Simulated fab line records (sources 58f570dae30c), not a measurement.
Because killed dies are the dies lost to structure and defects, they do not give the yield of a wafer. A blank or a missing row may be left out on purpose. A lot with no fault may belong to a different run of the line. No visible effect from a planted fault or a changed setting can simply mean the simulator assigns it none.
A struck lot beside a sound one ; flow berkeley cmos170 ; 14 out of 331 route steps
Sound: wafers L887.1, L887.5, L887.6. The struck wafers were L881.2, L881.4, L881.5. The cause comes at the end.
At each step with rows: each side's tool, then ch and its chambers, then its first start. Under that, the readings that differ: sound wafers ; struck wafers ; difference of the means ; sigmas: that difference in standard deviations of wafers without a fault.
alike: words and numbers the same on both sides, and readings whose means are apart by under 2 such deviations; not compared: readings that were withheld, readings missing a value for some wafer, numbers with overlapping values and no deviation given by the record, and bounds like >300 which may hide the same value.
Wherever a step has rows on one side only, a row that says differs or no value, or a row with sigmas, the two part there. Numbers that have no deviation but don't overlap get no sigmas and don't part them. A reading that every wafer of one side lacks parts them only if that side has two wafers or more.

first, 5 steps without rows for these wafers: UCB170_NWELL_WET_ETCH_18 (etches Si3N4 in H3PO4, time 14400 s); UCB170_NWELL_WET_ETCH_19 (etches SiO2 in BOE, time 22 s); UCB170_PWELL_CLEAN_00 (cleans in SPM, time 600 s); UCB170_PWELL_CLEAN_01 (cleans in dHF, time 60 s); UCB170_PWELL_OXIDATION_02 (target thk 26.4 nm, ox time 1260 s).
UCB170_PWELL_THK_MEAS_03:
  sound on film metro-01 at day 6 00:39; struck on film metro-01 at day 4 15:27
  alike: PWELL_OXIDE_THK
then, 2 steps without rows for these wafers: UCB170_PWELL_ANNEAL_04 (time 900 s); UCB170_PWELL_CVD_05 (deposits Si3N4 from SiH2Cl2/NH3, target thk 220 nm, time 3300 s).
UCB170_PWELL_THK_MEAS_06:
  sound on film metro-01 at day 6 16:03; struck on film metro-01 at day 4 22:47
  alike: PWELL_NITRIDE_THK
then, 3 steps without rows for these wafers: UCB170_PWELL_HMDS_07 (prime time 60 s); UCB170_PWELL_COAT_08 (resist thk 900 nm); UCB170_PWELL_SOFTBAKE_09 (time 60 s).
UCB170_PWELL_EXPOSE_10: exposes mask PWELL, target cd 3000 nm.
  sound on krf scanner-01 ch 0, day 6 16:34; struck on krf scanner-02, day 4 23:42
  no value came back on the struck wafers for any of 5 readings (exposure dose mJ cm2, focus offset nm (nm) and others); on the sound wafers exposure dose mJ cm2 reads 19.016 19.030 19.015
  alike: mask
then, 1 step without rows for these wafers: UCB170_PWELL_PEB_11.

== WHERE THEY PART ==
Within this record, at UCB170_PWELL_EXPOSE_10 only.

WHY: what had been put in by the simulator
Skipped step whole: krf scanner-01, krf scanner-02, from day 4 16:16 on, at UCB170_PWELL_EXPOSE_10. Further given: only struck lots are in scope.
